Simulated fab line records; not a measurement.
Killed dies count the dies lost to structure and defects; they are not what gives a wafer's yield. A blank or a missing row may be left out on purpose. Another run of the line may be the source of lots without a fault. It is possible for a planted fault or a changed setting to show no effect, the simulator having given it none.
fab line records + flow rit_cmos
[record]
- lots = 6
- wafers = 18
- last_day = 6
route steps=202 shown M1@184
lots that met no fault: from a run of the same line without faults
start_h: the number of hours between the record's first day and the start of the first shown wafer of the lot + wait_h: time in hours since the lot's previous step + " unchanged from the row above + L1.1+2: a row that stands for several wafers + - no value, or no start was given + * or withheld: withheld + < > ~ a bound
route shown NAME@n: NAME is a module with steps in the file, n the number in the route of the first one + usual: average and standard deviation across the fault-free wafers + same: alike in all rows + chamber/n: place in a boat + sites: per-site readings + _std_site: how widely they spread, as a standard deviation + _edge_site: mean of outer sites minus mean of inner sites + radius_mm: for every site, how far away it sits from the centre of the wafer + mask NAME#n: copy n + behind: tool/chamber where the wafer was last shaped + hold: the reason the lot was held/the length of the hold in hours/how it ended + device: transistor that didn't switch, given as n, p or np + end of line: tests run on the same wafers once the route is complete + a step without rows: its recipe alone + killed: not the wafer's yield, but the dies lost to structure and defects at the first sort + map: per-die view of a wafer (x killed, . not killed, _ where there is no die)
set.NAME: the run value of the setting; set.NAME@STEP: its run value at that earlier step + model.NAME: the simulator's own value behind a step, which no gauge read
lots seen at some steps along the route; tables by step, rows by wafer
services: when a tool's chamber went out of use (start_h, in hours from the record's first day, below 0 if earlier), for how many hours, and the reason
[[steps]]
[step RIT_M1_SPUTTER_00]
[recipe]
- material = Al
- target_thk_nm = 400
- power_w = 2000
- chamber_pressure_pa = 0.4
- gas = Ar
- time_s = 500
- substrate_temp_c = 25
[usual]
- throttle_valve_pct = 29.9/0.75
| lot.wafer | tool           | chamber | start_h | wait_h | throttle_valve_pct |
|-----------|----------------|---------|---------|--------|--------------------|
| L425.1    | pvd_sputter-02 | -       | 79.71   | 0.0    | 30.9               |
| L425.4    | "              | -       | "       | "      | 30.0               |
| L425.6    | "              | -       | "       | "      | 30.0               |
| L431.3    | pvd_sputter-02 | -       | 105.43  | 0.0    | 29.9               |
| L431.5    | "              | -       | "       | "      | 30.9               |
| L431.6    | "              | -       | "       | "      | 30.6               |
| L433.2    | pvd_sputter-02 | -       | 114.48  | 0.0    | 30.7               |
| L433.3    | "              | -       | "       | "      | 28.7               |
| L433.5    | "              | -       | "       | "      | 29.9               |
| L434.1    | pvd_sputter-04 | -       | 118.61  | 0.0    | 30.3               |
| L434.2    | "              | -       | "       | "      | 29.3               |
| L434.6    | "              | -       | "       | "      | 29.4               |
| L436.4    | pvd_sputter-02 | -       | 125.24  | 0.0    | 30.3               |
| L436.5    | "              | -       | "       | "      | 30.8               |
| L436.6    | "              | -       | "       | "      | 30.6               |
| L438.2    | pvd_sputter-04 | -       | 139.58  | 0.0    | 30.1               |
| L438.4    | "              | -       | "       | "      | 29.2               |
| L438.6    | "              | -       | "       | "      | 30.3               |
[step RIT_M1_RS_MEAS_01]
[recipe]
- thk_meas_gauge = four-point-probe
- reads = Al_of_M1_SPUTTER_00
[usual]
- M1_AL_RS = 0.0734/0.00075
| lot.wafer | tool          | chamber | start_h | wait_h | M1_AL_RS[ohm/sq] |
|-----------|---------------|---------|---------|--------|------------------|
| L425.1    | film_metro-01 | -       | 80.00   | 0.1    | 0.0731           |
| L425.4    | "             | -       | "       | "      | 0.0734           |
| L425.6    | "             | -       | "       | "      | 0.0729           |
| L431.3    | film_metro-02 | -       | 105.76  | 0.2    | 0.0728           |
| L431.5    | "             | -       | "       | "      | 0.0731           |
| L431.6    | "             | -       | "       | "      | 0.0729           |
| L433.2    | film_metro-01 | -       | 114.83  | 0.2    | 0.0744           |
| L433.3    | "             | -       | "       | "      | 0.0741           |
| L433.5    | "             | -       | "       | "      | 0.0742           |
| L434.1    | film_metro-01 | -       | 118.91  | 0.1    | 0.0729           |
| L434.2    | "             | -       | "       | "      | 0.0738           |
| L434.6    | "             | -       | "       | "      | 0.0736           |
| L436.4    | film_metro-01 | -       | 125.59  | 0.2    | 0.0726           |
| L436.5    | "             | -       | "       | "      | 0.0730           |
| L436.6    | "             | -       | "       | "      | 0.0729           |
| L438.2    | film_metro-02 | -       | 139.90  | 0.2    | 0.0723           |
| L438.4    | "             | -       | "       | "      | 0.0737           |
| L438.6    | "             | -       | "       | "      | 0.0726           |
[step RIT_M1_THK_MEAS_02]
[recipe]
- thk_meas_gauge = xrf
- reads = Al_of_M1_SPUTTER_00
[usual]
- M1_AL_THK = 405/5
| lot.wafer | tool          | chamber | start_h | wait_h | M1_AL_THK[nm] |
|-----------|---------------|---------|---------|--------|---------------|
| L425.1    | film_metro-01 | -       | 80.12   | 0.1    | 409           |
| L425.4    | "             | -       | "       | "      | 407           |
| L425.6    | "             | -       | "       | "      | 410           |
| L431.3    | film_metro-02 | -       | 105.86  | 0.1    | 408           |
| L431.5    | "             | -       | "       | "      | 406           |
| L431.6    | "             | -       | "       | "      | 407           |
| L433.2    | film_metro-01 | -       | 114.94  | 0.1    | 403           |
| L433.3    | "             | -       | "       | "      | 403           |
| L433.5    | "             | -       | "       | "      | 400           |
| L434.1    | film_metro-01 | -       | 119.03  | 0.1    | 409           |
| L434.2    | "             | -       | "       | "      | 403           |
| L434.6    | "             | -       | "       | "      | 406           |
| L436.4    | film_metro-01 | -       | 125.68  | 0.1    | 409           |
| L436.5    | "             | -       | "       | "      | 406           |
| L436.6    | "             | -       | "       | "      | 410           |
| L438.2    | film_metro-02 | -       | 140.01  | 0.1    | 411           |
| L438.4    | "             | -       | "       | "      | 402           |
| L438.6    | "             | -       | "       | "      | 408           |
[step RIT_M1_HMDS_03]
[recipe]
- prime_time_s = 60
- prime_temp_c = 140
[step RIT_M1_COAT_04]
[recipe]
- resist = NOVOLAK
- spin_rpm = 2000
- resist_thk_nm = 1300
[step RIT_M1_SOFTBAKE_05]
[recipe]
- resist = NOVOLAK
- temp_c = 90
- time_s = 60
[step RIT_M1_EXPOSE_06]
[recipe]
- mask_id = M12
- na = 0.6
- source_shape = conventional
- sigma_outer = 0.5
- target_cd_nm = 2600
- dose_mj = 250
[step RIT_M1_PEB_07]
[recipe]
- resist = NOVOLAK
- temp_c = withheld
- time_s = withheld
[step RIT_M1_DEVELOP_08]
[recipe]
- resist = NOVOLAK
- develop_time_s = 68
- dev_temp_c = 23
[step RIT_M1_CD_MEAS_09]
[recipe]
- target_cd_nm = 2600
[usual]
- cd_nm = 2600.0/1.9
| lot.wafer | tool      | chamber | start_h | wait_h | cd_nm  |
|-----------|-----------|---------|---------|--------|--------|
| L425.1    | cd_sem-02 | -       | 81.49   | -      | 2600.3 |
| L425.4    | "         | -       | "       | "      | 2599.2 |
| L425.6    | "         | -       | "       | "      | 2598.8 |
| L431.3    | cd_sem-01 | -       | 106.82  | -      | 2600.0 |
| L431.5    | "         | -       | "       | "      | 2600.3 |
| L431.6    | "         | -       | "       | "      | 2600.2 |
| L433.2    | cd_sem-02 | -       | 115.89  | -      | 2596.8 |
| L433.3    | "         | -       | "       | "      | 2598.8 |
| L433.5    | "         | -       | "       | "      | 2598.6 |
| L434.1    | cd_sem-02 | -       | 120.09  | -      | 2603.2 |
| L434.2    | "         | -       | "       | "      | 2601.9 |
| L434.6    | "         | -       | "       | "      | 2605.6 |
| L436.4    | cd_sem-02 | -       | 126.78  | -      | 2599.9 |
| L436.5    | "         | -       | "       | "      | 2597.9 |
| L436.6    | "         | -       | "       | "      | 2598.0 |
| L438.2    | cd_sem-01 | -       | 140.96  | -      | 2600.3 |
| L438.4    | "         | -       | "       | "      | 2599.8 |
| L438.6    | "         | -       | "       | "      | 2600.3 |
[step RIT_M1_OVL_MEAS_10]
[usual]
- M1_OVL = -0.1/1.2
| lot.wafer | tool       | chamber | start_h | wait_h | M1_OVL[nm] |
|-----------|------------|---------|---------|--------|------------|
| L425.1    | overlay-02 | -       | 81.61   | 0.1    | 0.6        |
| L425.4    | "          | -       | "       | "      | -1.1       |
| L425.6    | "          | -       | "       | "      | 1.1        |
| L431.3    | overlay-01 | -       | 106.91  | 0.1    | 0.2        |
| L431.5    | "          | -       | "       | "      | 0.6        |
| L431.6    | "          | -       | "       | "      | -1.3       |
| L433.2    | overlay-01 | -       | 116.00  | 0.1    | 0.9        |
| L433.3    | "          | -       | "       | "      | -0.8       |
| L433.5    | "          | -       | "       | "      | -1.8       |
| L434.1    | overlay-02 | -       | 120.21  | 0.1    | -0.4       |
| L434.2    | "          | -       | "       | "      | -0.4       |
| L434.6    | "          | -       | "       | "      | 0.1        |
| L436.4    | overlay-02 | -       | 126.85  | 0.1    | -0.5       |
| L436.5    | "          | -       | "       | "      | -1.2       |
| L436.6    | "          | -       | "       | "      | -0.4       |
| L438.2    | overlay-02 | -       | 141.06  | 0.1    | -1.1       |
| L438.4    | "          | -       | "       | "      | -0.5       |
| L438.6    | "          | -       | "       | "      | -0.7       |
[step RIT_M1_HARDBAKE_11]
[recipe]
- resist = NOVOLAK
- temp_c = 140
- time_s = 120
[step RIT_M1_METAL_ETCH_12]
[recipe]
- stop_on = SiO2
- chemistry = Cl2/BCl3
- target = Al
- time_s = 165
- over_etch_frac = 0.5
- pressure_mtorr = 100
- target_depth_a = 6000
- rf_w = 250
- Cl2_flow_sccm = 60
- bcl3_flow_sccm = 50
[usual]
- drypump_motor_current_A = 5.3/0.47
- he_backside_leak_sccm = 3.4/0.39
- oes_product_au = 0.778/0.014
- run_length_s = 193.2/0.78
- throttle_valve_pct = 8.29/0.035
[same]
- over_etch_frac = 0.5
| lot.wafer | tool         | chamber | start_h | wait_h | drypump_motor_current_A | he_backside_leak_sccm | oes_product_au | rf_hours_counter_h | run_length_s | throttle_valve_pct | model.NOVOLAK_of_M1_COAT_04.thk_nm | model.M1.feature_depth_nm | model.etch.depth_nm |
|-----------|--------------|---------|---------|--------|-------------------------|-----------------------|----------------|--------------------|--------------|--------------------|------------------------------------|---------------------------|---------------------|
| L425.1    | rie_metal-02 | 1       | 82.02   | 0.2    | 4.9                     | 3.4                   | 0.790          | 1                  | 196.3        | 8.26               | 804.7                              | 434.5                     | 401.5               |
| L425.4    | "            | 1       | "       | "      | 4.9                     | 3.5                   | 0.787          | -                  | 196.8        | 8.28               | 804.4                              | 432.4                     | 399.4               |
| L425.6    | "            | 1       | "       | "      | 4.8                     | 3.6                   | 0.790          | -                  | 196.7        | 8.27               | 804.2                              | 434.9                     | 402                 |
| L431.3    | rie_metal-02 | 0       | 107.24  | 0.2    | 5.9                     | 3.5                   | 1.000          | -                  | 104.3        | 8.20               | 983.4                              | 275.9                     | 275.9               |
| L431.5    | "            | 0       | "       | "      | 5.9                     | 3.2                   | 1.006          | -                  | 104.3        | 8.22               | 983                                | 277.9                     | 277.9               |
| L431.6    | "            | 1       | "       | "      | 4.9                     | 3.7                   | 0.794          | -                  | 193.8        | 8.27               | 803.1                              | 437.1                     | 404.1               |
| L433.2    | rie_metal-03 | 1       | 116.28  | 0.2    | 5.0                     | 3.3                   | 0.778          | 5                  | 193.0        | 8.33               | 794.4                              | 428.1                     | 395.3               |
| L433.3    | "            | 0       | "       | "      | 4.8                     | 3.2                   | 0.757          | -                  | 193.7        | 8.27               | 801                                | 428.4                     | 395.9               |
| L433.5    | "            | 0       | "       | "      | 4.8                     | 3.1                   | 0.749          | -                  | 193.3        | 8.25               | 804.4                              | 427.3                     | 395.2               |
| L434.1    | rie_metal-02 | 1       | 120.50  | 0.2    | 4.8                     | 3.7                   | 0.797          | 1                  | 193.5        | 8.26               | 807.3                              | 435.9                     | 403                 |
| L434.2    | "            | 0       | "       | "      | 5.9                     | 3.4                   | 0.996          | 1                  | 104.2        | 8.20               | 983.1                              | 279.3                     | 279.3               |
| L434.6    | "            | 1       | "       | "      | 4.8                     | 3.5                   | 0.788          | -                  | 193.5        | 8.28               | 802.3                              | 431.8                     | 398.8               |
| L436.4    | rie_metal-03 | 0       | 127.18  | 0.1    | 4.7                     | 3.1                   | 0.765          | -                  | 193.3        | 8.27               | 812.1                              | 436.6                     | 404.1               |
| L436.5    | "            | 1       | "       | "      | 5.0                     | 3.2                   | 0.791          | -                  | 192.8        | 8.32               | 810.5                              | 435.3                     | 402.8               |
| L436.6    | "            | 0       | "       | "      | 4.7                     | 3.2                   | 0.759          | -                  | 193.4        | 8.26               | 809.3                              | 435.4                     | 403.1               |
| L438.2    | rie_metal-03 | 0       | 141.34  | 0.2    | 4.7                     | 3.2                   | 0.759          | 4                  | 193.7        | 8.26               | 803.8                              | 438.9                     | 406                 |
| L438.4    | "            | 1       | "       | "      | 5.0                     | 3.2                   | 0.788          | -                  | 193.3        | 8.32               | 798.4                              | 432                       | 398.8               |
| L438.6    | "            | 1       | "       | "      | 5.0                     | 3.1                   | 0.787          | -                  | 192.9        | 8.32               | 802.5                              | 437.5                     | 404.7               |
[step RIT_M1_STRIP_13]
[recipe]
- chemistry = nmp
- resist = NOVOLAK
- temp_c = 80
- time_s = 600
- dry = n2_spin
[step RIT_M1_STRIP_14]
[recipe]
- chemistry = O2
- time_s = 180
- platen_temp_c = withheld
- power_w = 500
- pressure_mtorr = 4000
- o2_flow_sccm = 4000
[usual]
- drypump_motor_current_A = 5.7/0.31
| lot.wafer | tool            | chamber | start_h | wait_h | drypump_motor_current_A | rf_hours_counter_h |
|-----------|-----------------|---------|---------|--------|-------------------------|--------------------|
| L425.1    | plasma_asher-02 | 1       | 82.41   | 0.0    | 5.7                     | 45                 |
| L425.4    | "               | 1       | "       | "      | 5.7                     | -                  |
| L425.6    | "               | 1       | "       | "      | 5.7                     | -                  |
| L431.3    | plasma_asher-04 | 0       | 107.58  | 0.1    | 5.3                     | -                  |
| L431.5    | "               | 1       | "       | "      | 5.7                     | -                  |
| L431.6    | "               | 0       | "       | "      | 5.3                     | -                  |
| L433.2    | plasma_asher-03 | 0       | 116.61  | 0.0    | 5.8                     | 50                 |
| L433.3    | "               | 0       | "       | "      | 5.8                     | -                  |
| L433.5    | "               | 0       | "       | "      | 5.8                     | -                  |
| L434.1    | plasma_asher-03 | 0       | 120.84  | 0.0    | 5.8                     | 51                 |
| L434.2    | "               | 1       | "       | "      | 5.3                     | 51                 |
| L434.6    | "               | 1       | "       | "      | 5.3                     | -                  |
| L436.4    | plasma_asher-03 | 0       | 127.53  | 0.1    | 5.8                     | -                  |
| L436.5    | "               | 0       | "       | "      | 5.8                     | -                  |
| L436.6    | "               | 1       | "       | "      | 5.3                     | -                  |
| L438.2    | plasma_asher-04 | 1       | 141.68  | 0.0    | 5.7                     | 2                  |
| L438.4    | "               | 1       | "       | "      | 5.7                     | -                  |
| L438.6    | "               | 1       | "       | "      | 5.7                     | -                  |
[step RIT_M1_CD_MEAS_90]
[recipe]
- target_cd_nm = 2600
[usual]
- cd_nm = 2599.9/2.4
| lot.wafer | tool      | chamber | start_h | wait_h | cd_nm  |
|-----------|-----------|---------|---------|--------|--------|
| L425.1    | cd_sem-02 | -       | 82.59   | 0.1    | 2599.9 |
| L425.4    | "         | -       | "       | "      | 2598.9 |
| L425.6    | "         | -       | "       | "      | 2598.7 |
| L431.3    | cd_sem-01 | -       | 107.74  | 0.1    | 2613.2 |
| L431.5    | "         | -       | "       | "      | 2612.4 |
| L431.6    | "         | -       | "       | "      | 2598.4 |
| L433.2    | cd_sem-02 | -       | 116.81  | 0.1    | 2594.5 |
| L433.3    | "         | -       | "       | "      | 2598.1 |
| L433.5    | "         | -       | "       | "      | 2597.4 |
| L434.1    | cd_sem-01 | -       | 121.01  | 0.1    | 2601.2 |
| L434.2    | "         | -       | "       | "      | 2614.1 |
| L434.6    | "         | -       | "       | "      | 2602.9 |
| L436.4    | cd_sem-02 | -       | 127.71  | 0.1    | 2599.1 |
| L436.5    | "         | -       | "       | "      | 2596.5 |
| L436.6    | "         | -       | "       | "      | 2598.5 |
| L438.2    | cd_sem-01 | -       | 141.88  | 0.1    | 2600.1 |
| L438.4    | "         | -       | "       | "      | 2599.2 |
| L438.6    | "         | -       | "       | "      | 2599.4 |
[step RIT_M1_ANNEAL_15]
[recipe]
- temp_c = 450
- time_s = 1800
- ambient = forming_gas_H2N2
[step RIT_M1_PROBE_99]
[usual]
- defect_limited_yield = 97.4/1.2
- killed_at_M0_to_M3 = 0.0/0.14
- killed_at_contacts = 0.0/0.23
- killed_at_front_end = 7/3.1
- killed_dies = 7/3.1
- killed_on_rim = 1.8/1.3
- killed_open = 3.3/2
- killed_short = 3.5/1.9
- sort_bin_3_pad_short = 0.1/0.24
- sort_bin_5_function = 1.5/0.84
- sort_bin_6_memory = 0.9/0.62
- sort_n_pass = 257/3.1
- sort_yield_pct = 97.4/1.2
[same]
- gross_dies = 264
- killed_at_M4_up = 0
- killed_at_back_side = 0
- killed_at_other = 0
| lot.wafer | tool      | chamber | start_h | wait_h | defect_limited_yield[%] | killed_at_M0_to_M3 | killed_at_contacts | killed_at_front_end | killed_dies | killed_on_rim | killed_open | killed_short | sort_bin_3_pad_short[%] | sort_bin_5_function[%] | sort_bin_6_memory[%] | sort_n_pass | sort_yield_pct[%] | model.etest.tester.sort_n_pass | model.etest.tester.sort_yield_pct | model.etest.tester.sort_bin_5_pct | model.etest.diode_nplus_comb.short | model.etest.field_p_metal.short | model.etest.antenna_poly.short | model.etest.diode_nplus_pwell.short | model.etest.field_p.short |
|-----------|-----------|---------|---------|--------|-------------------------|--------------------|--------------------|---------------------|-------------|---------------|-------------|--------------|-------------------------|------------------------|----------------------|-------------|-------------------|--------------------------------|-----------------------------------|-----------------------------------|------------------------------------|---------------------------------|--------------------------------|-------------------------------------|---------------------------|
| L425.1    | prober-01 | -       | 84.33   | 0.1    | 98.9                    | 0                  | 0                  | 3                   | 3           | 0             | 2           | 1            | 0                       | 0.8                    | 0.4                  | 261         | 98.9              | 261                            | 98.86                             | 0.7576                            | 0                                  | 0                               | 0                              | 0                                   | 0                         |
| L425.4    | prober-01 | -       | 84.48   | 0.2    | 97.3                    | 0                  | 0                  | 7                   | 7           | 3             | 3           | 4            | 0                       | 1.9                    | 0.8                  | 257         | 97.3              | 257                            | 97.35                             | 1.894                             | 0                                  | 0                               | 0                              | 0                                   | 0                         |
| L425.6    | prober-01 | -       | 84.58   | 0.2    | 97.3                    | 0                  | 1                  | 6                   | 7           | 0             | 2           | 5            | 0.8                     | 1.9                    | 0                    | 257         | 97.3              | 257                            | 97.35                             | 1.894                             | 0                                  | 0                               | 0                              | 0                                   | 0                         |
| L431.3    | prober-01 | -       | 109.54  | 0.2    | 0                       | 257                | 0                  | 7                   | 264         | 70            | 4           | 3            | 0                       | 98.5                   | 1.5                  | 0           | 0                 | 0                              | 0                                 | 98.48                             | 1                                  | 1                               | 1                              | 1                                   | 1                         |
| L431.5    | prober-01 | -       | 109.64  | 0.2    | 0                       | 255                | 0                  | 9                   | 264         | 70            | 5           | 4            | 0                       | 99.2                   | 0.8                  | 0           | 0                 | 0                              | 0                                 | 99.24                             | 1                                  | 1                               | 1                              | 1                                   | 1                         |
| L431.6    | prober-01 | -       | 109.69  | 0.2    | 97.7                    | 0                  | 0                  | 6                   | 6           | 1             | 3           | 3            | 0.4                     | 0.8                    | 1.1                  | 258         | 97.7              | 258                            | 97.73                             | 0.7576                            | 0                                  | 0                               | 0                              | 0                                   | 0                         |
| L433.2    | prober-01 | -       | 118.58  | 0.1    | 98.1                    | 0                  | 0                  | 5                   | 5           | 2             | 3           | 2            | 0                       | 1.5                    | 0.4                  | 259         | 98.1              | 259                            | 98.11                             | 1.515                             | 0                                  | 0                               | 0                              | 0                                   | 0                         |
| L433.3    | prober-01 | -       | 118.63  | 0.2    | 97.0                    | 0                  | 0                  | 8                   | 8           | 1             | 3           | 4            | 0                       | 1.5                    | 1.5                  | 256         | 97.0              | 256                            | 96.97                             | 1.515                             | 0                                  | 0                               | 0                              | 0                                   | 0                         |
| L433.5    | prober-01 | -       | 118.73  | 0.2    | 98.1                    | 0                  | 0                  | 5                   | 5           | 1             | 1           | 4            | 0                       | 1.1                    | 0.8                  | 259         | 98.1              | 259                            | 98.11                             | 1.136                             | 0                                  | 0                               | 0                              | 0                                   | 0                         |
| L434.1    | prober-02 | -       | 122.75  | 0.1    | 96.2                    | 0                  | 0                  | 10                  | 10          | 1             | 6           | 4            | 0                       | 3.4                    | 0.4                  | 254         | 96.2              | 254                            | 96.21                             | 3.409                             | 0                                  | 0                               | 0                              | 0                                   | 0                         |
| L434.2    | prober-02 | -       | 122.80  | 0.1    | 0                       | 258                | 0                  | 6                   | 264         | 70            | 4           | 2            | 0                       | 99.2                   | 0.8                  | 0           | 0                 | 0                              | 0                                 | 99.24                             | 1                                  | 1                               | 1                              | 1                                   | 1                         |
| L434.6    | prober-02 | -       | 123.00  | 0.2    | 97.3                    | 0                  | 0                  | 7                   | 7           | 1             | 3           | 4            | 0                       | 1.1                    | 1.5                  | 257         | 97.3              | 257                            | 97.35                             | 1.136                             | 0                                  | 0                               | 0                              | 0                                   | 0                         |
| L436.4    | prober-02 | -       | 129.54  | 0.2    | 98.5                    | 0                  | 0                  | 4                   | 4           | 2             | 3           | 1            | 0                       | 1.5                    | 0                    | 260         | 98.5              | 260                            | 98.48                             | 1.515                             | 0                                  | 0                               | 0                              | 0                                   | 0                         |
| L436.5    | prober-02 | -       | 129.59  | 0.2    | 98.1                    | 0                  | 1                  | 4                   | 5           | 2             | 4           | 1            | 0                       | 1.1                    | 0.8                  | 259         | 98.1              | 259                            | 98.11                             | 1.136                             | 0                                  | 0                               | 0                              | 0                                   | 0                         |
| L436.6    | prober-02 | -       | 129.64  | 0.2    | 97.7                    | 0                  | 0                  | 6                   | 6           | 2             | 2           | 4            | 0                       | 0.8                    | 1.5                  | 258         | 97.7              | 258                            | 97.73                             | 0.7576                            | 0                                  | 0                               | 0                              | 0                                   | 0                         |
| L438.2    | prober-02 | -       | 143.65  | 0.1    | 95.8                    | 0                  | 0                  | 11                  | 11          | 1             | 3           | 7            | 0.4                     | 3.0                    | 0.8                  | 253         | 95.8              | 253                            | 95.83                             | 3.03                              | 0                                  | 0                               | 0                              | 0                                   | 0                         |
| L438.4    | prober-02 | -       | 143.75  | 0.2    | 98.1                    | 0                  | 0                  | 5                   | 5           | 4             | 4           | 1            | 0                       | 0.8                    | 1.1                  | 259         | 98.1              | 259                            | 98.11                             | 0.7576                            | 0                                  | 0                               | 0                              | 0                                   | 0                         |
| L438.6    | prober-02 | -       | 143.85  | 0.2    | 95.5                    | 0                  | 0                  | 12                  | 12          | 2             | 6           | 5            | 0.8                     | 2.7                    | 1.1                  | 252         | 95.5              | 252                            | 95.45                             | 2.652                             | 0                                  | 0                               | 0                              | 0                                   | 0                         |
// killed by level:class
L425.1 GATE:geometric_particle:short=1 GATE:geometric_particle:open=1 REOX:geometric_particle:open=1
L425.4 SILICIDE:geometric_particle:short=2 GATE:geometric_particle:open=1 GATE:geometric_particle:short=1 REOX:geometric_particle:open=1 REOX:geometric_particle:short=1 SPACER:geometric_particle:open=1
L425.6 GATE:geometric_particle:short=2 GATE:geometric_particle:open=2 FOX2:geometric_particle:short=1 REOX:geometric_particle:short=1 CONTACT:geometric_particle:short=1
L431.3 M1:area_etch=257 REOX:geometric_particle:open=2 SILICIDE:geometric_particle:short=2 FOX2:geometric_particle:short=1 GATE:geometric_particle:open=1 SILICIDE:geometric_particle:open=1
L431.5 M1:area_etch=255 REOX:geometric_particle:open=2 REOX:geometric_particle:short=2 FOX1:geometric_particle:open=1 GATE:geometric_particle:short=1 GATE:geometric_particle:open=1 SILICIDE:geometric_particle:open=1 SILICIDE:geometric_particle:short=1
L431.6 SPACER:geometric_particle:open=2 FOX1:geometric_particle:short=1 GATE:geometric_particle:open=1 REOX:geometric_particle:short=1 SILICIDE:geometric_particle:short=1
L433.2 SILICIDE:geometric_particle:open=2 FOX1:geometric_particle:short=1 FOX1:geometric_particle:open=1 FOX2:geometric_particle:short=1
L433.3 FOX2:geometric_particle:short=2 SILICIDE:geometric_particle:open=2 FOX1:geometric_particle:open=1 FOX1:geometric_particle:short=1 GATE:geometric_particle:short=1 NWELL:coat_microbubble_printed=1
L433.5 FOX1:geometric_particle:short=2 REOX:geometric_particle:open=1 REOX:geometric_particle:short=1 SPACER:geometric_particle:short=1
L434.1 SILICIDE:geometric_particle:open=2 FOX1:geometric_particle:open=1 FOX1:geometric_particle:short=1 GATE:geometric_particle:open=1 REOX:geometric_particle:short=1 REOX:geometric_particle:open=1 SPACER:geometric_particle:open=1 SPACER:geometric_particle:short=1
L434.2 M1:area_etch=258 GATE:geometric_particle:open=2 FOX1:geometric_particle:open=1 REOX:geometric_particle:short=1 REOX:geometric_particle:open=1 SPACER:geometric_particle:short=1
L434.6 GATE:geometric_particle:open=3 GATE:geometric_particle:short=2 SPACER:geometric_particle:short=1 SILICIDE:geometric_particle:short=1
L436.4 GATE:geometric_particle:open=2 FOX1:geometric_particle:open=1 REOX:geometric_particle:short=1
L436.5 SPACER:geometric_particle:open=3 REOX:geometric_particle:short=1 CONTACT:geometric_particle:open=1
L436.6 FOX1:geometric_particle:open=1 GATE:geometric_particle:short=1 GATE:geometric_particle:open=1 REOX:geometric_particle:short=1 SPACER:geometric_particle:short=1 SILICIDE:geometric_particle:short=1
L438.2 GATE:geometric_particle:short=5 SPACER:geometric_particle:open=3 REOX:geometric_particle:short=1 SPACER:geometric_particle:short=1 PLDD:coat_microbubble_printed=1
L438.4 REOX:geometric_particle:open=3 SPACER:geometric_particle:short=1 SPACER:geometric_particle:open=1
L438.6 GATE:geometric_particle:short=2 SPACER:geometric_particle:short=2 SILICIDE:geometric_particle:open=2 FOX1:geometric_particle:open=1 FOX1:geometric_particle:short=1 GATE:geometric_particle:open=1 REOX:geometric_particle:open=1 SPACER:geometric_particle:open=1
// map L431.3 (x killed, . not)
________xxxxxxx_______
_____xxxxxxxxxxxxx____
____xxxxxxxxxxxxxxx___
___xxxxxxxxxxxxxxxxx__
__xxxxxxxxxxxxxxxxxxx_
__xxxxxxxxxxxxxxxxxxx_
_xxxxxxxxxxxxxxxxxxxxx
_xxxxxxxxxxxxxxxxxxxxx
_xxxxxxxxxxxxxxxxxxxxx
_xxxxxxxxxxxxxxxxxxxxx
__xxxxxxxxxxxxxxxxxxx_
__xxxxxxxxxxxxxxxxxxx_
___xxxxxxxxxxxxxxxxx__
____xxxxxxxxxxxxxxx___
_____xxxxxxxxxxxxx____
________xxxxxxx_______
// map L434.2 (x killed, . not)
________xxxxxxx_______
_____xxxxxxxxxxxxx____
____xxxxxxxxxxxxxxx___
___xxxxxxxxxxxxxxxxx__
__xxxxxxxxxxxxxxxxxxx_
__xxxxxxxxxxxxxxxxxxx_
_xxxxxxxxxxxxxxxxxxxxx
_xxxxxxxxxxxxxxxxxxxxx
_xxxxxxxxxxxxxxxxxxxxx
_xxxxxxxxxxxxxxxxxxxxx
__xxxxxxxxxxxxxxxxxxx_
__xxxxxxxxxxxxxxxxxxx_
___xxxxxxxxxxxxxxxxx__
____xxxxxxxxxxxxxxx___
_____xxxxxxxxxxxxx____
________xxxxxxx_______
[[services]]
| tool            | chamber | start_h | hours | kind       |
|-----------------|---------|---------|-------|------------|
| plasma_asher-04 | -       | 62.61   | 0.7   | repair     |
| rie_metal-03    | -       | 87.51   | 2.8   | pm         |
| plasma_asher-04 | -       | 91.79   | 1.4   | repair     |
| plasma_asher-04 | -       | 99.32   | 2.8   | repair     |
| plasma_asher-04 | -       | 108.75  | 9.0   | pm         |
| plasma_asher-04 | 0       | 108.75  | 9.0   | vent_cycle |
| plasma_asher-04 | 1       | 108.75  | 9.0   | vent_cycle |
| plasma_asher-04 | 0       | 117.75  | -     | clean      |
| plasma_asher-04 | 1       | 117.75  | -     | clean      |
| plasma_asher-03 | -       | 141.43  | 21.0  | repair     |
[[key]]
[first_sign]
- step = RIT_M1_METAL_ETCH_12
- reading = run_length_s
- direction = down
- sigmas = 99+
- usual = *
- struck = *
[effect]
- step = RIT_M1_METAL_ETCH_12
- reading = oes_product_au
- direction = up
- sigmas = 16
- usual = 0.778
- struck = 1.001
[effect]
- step = RIT_M1_CD_MEAS_90
- reading = cd_nm
- direction = up
- sigmas = 5.6
- usual = 2599.9
- struck = 2613.2
[effect]
- step = RIT_M1_PROBE_99
- reading = killed_at_M0_to_M3
- direction = up
- sigmas = 99+
- usual = 0.0
- struck = 256.7
[model_effect]
- step = RIT_M1_METAL_ETCH_12
- value = NOVOLAK_of_M1_COAT_04.thk_nm
- without = 805.6
- struck = 983.2
[model_effect]
- step = RIT_M1_PROBE_99
- value = etest.tester.sort_n_pass
- without = 256.7
- struck = 0
[more_kills_born_at]
- RIT_M1_METAL_ETCH_12@rie_metal-02 = 770
met_at RIT_M1_METAL_ETCH_12
struck_wafers L431.3,L431.5,L434.2
later_rows_left_out L431.3,L431.5,L434.2
[fault]
- kind = process_parameter_drift
- tool = rie_metal-02
- chamber = 0
- onset_h = 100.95
- steps = RIT_M1_METAL_ETCH_12
- channel = time_s
- offset = *
- shape = step
- end_h = 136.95
- stated = *
// later_rows_left_out: the simulator's readings of these wafers behind a module that went badly wrong aren't trusted and aren't shown, but for the sort
